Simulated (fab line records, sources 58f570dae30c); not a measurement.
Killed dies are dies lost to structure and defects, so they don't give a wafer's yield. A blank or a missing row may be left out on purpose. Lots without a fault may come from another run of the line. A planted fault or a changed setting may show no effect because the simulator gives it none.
One fault seen from 2 desks | flow berkeley_cmos170 | each desk has only its own numbers; what lay behind them comes last

THE METROLOGY DESK
What the gauges read, lot by lot, whatever tool the lot ran on: means of the sampled wafers that have a number. A lot is out of limits, marked OUT, if its mean lies more than 4 standard deviations from the usual mean; the brackets give that distance.
Columns: A = M1_AL_RS at UCB170_M1_RS_MEAS_01, usual 0.0486 ohm/sq; B = M1_AL_THK at UCB170_M1_THK_MEAS_02, usual 596 nm
lot  | first seen here | A                | B
L267 | day 7 10:07     | 0.0487           | 599
L268 | day 7 22:13     | 0.0490           | 594
L269 | day 8 02:01     | 0.0490           | 591
L273 | day 8 05:07     | 0.0489           | 594
L271 | day 8 05:23     | 0.0484           | 595
L272 | day 8 06:32     | 0.0485           | 596
L275 | day 9 05:12     | 0.0481           | 600
L276 | day 9 05:55     | 0.0482           | 601
L277 | day 9 09:28     | 0.0481           | 602
L280 | day 9 20:23     | 0.0487           | 596
L279 | day 9 21:07     | 0.0484           | 599
L283 | day 10 17:55    | 0.0492           | 589
L284 | day 10 19:23    | 0.0685 (+41) OUT | 488 (-17) OUT
This desk's finding: out of limits on L284; first on L284, day 10 19:23 (M1_AL_RS at UCB170_M1_RS_MEAS_01). In limits: L267, L268, L269, L273, L271, L272, L275, L276, L277, L280, L279, L283.

THE TOOL OWNER'S DESK: pvd_sputter-03
The tool's own readings at UCB170_M1_SPUTTER_00 (material Al, target thk 600 nm, time 80 s): means of the sampled wafers that have a number, for each lot that ran on this tool. A lot is out of limits, marked OUT, if its mean lies more than 4 standard deviations from the usual mean; the brackets give that distance.
Columns: A = throttle_valve_pct at UCB170_M1_SPUTTER_00, usual 30.3 %
lot  | first seen here | A
L267 | day 7 10:03     | 29.8
L269 | day 8 01:55     | 29.4
L271 | day 8 05:19     | 29.7
L277 | day 9 09:24     | 29.7
L279 | day 9 21:04     | 29.5
L284 | day 10 19:17    | 29.9
This desk's finding: nothing out of limits on any of the 6 lots.

PUT TOGETHER
The metrology desk could have raised an alarm at day 10 19:23, on L284.
The tool owner's desk saw nothing out of limits.
The tool owner's desk has L284 on record, within its limits.
Of the lots named, all ran UCB170_M1_SPUTTER_00 on pvd_sputter-03.

WHAT THE SIMULATOR HAD PUT IN
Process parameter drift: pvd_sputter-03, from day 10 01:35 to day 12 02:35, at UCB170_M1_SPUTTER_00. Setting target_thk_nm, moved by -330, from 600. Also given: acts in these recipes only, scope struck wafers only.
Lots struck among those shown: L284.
Hours from the fault's start to each desk's first reading out of limits: the metrology desk, 18.
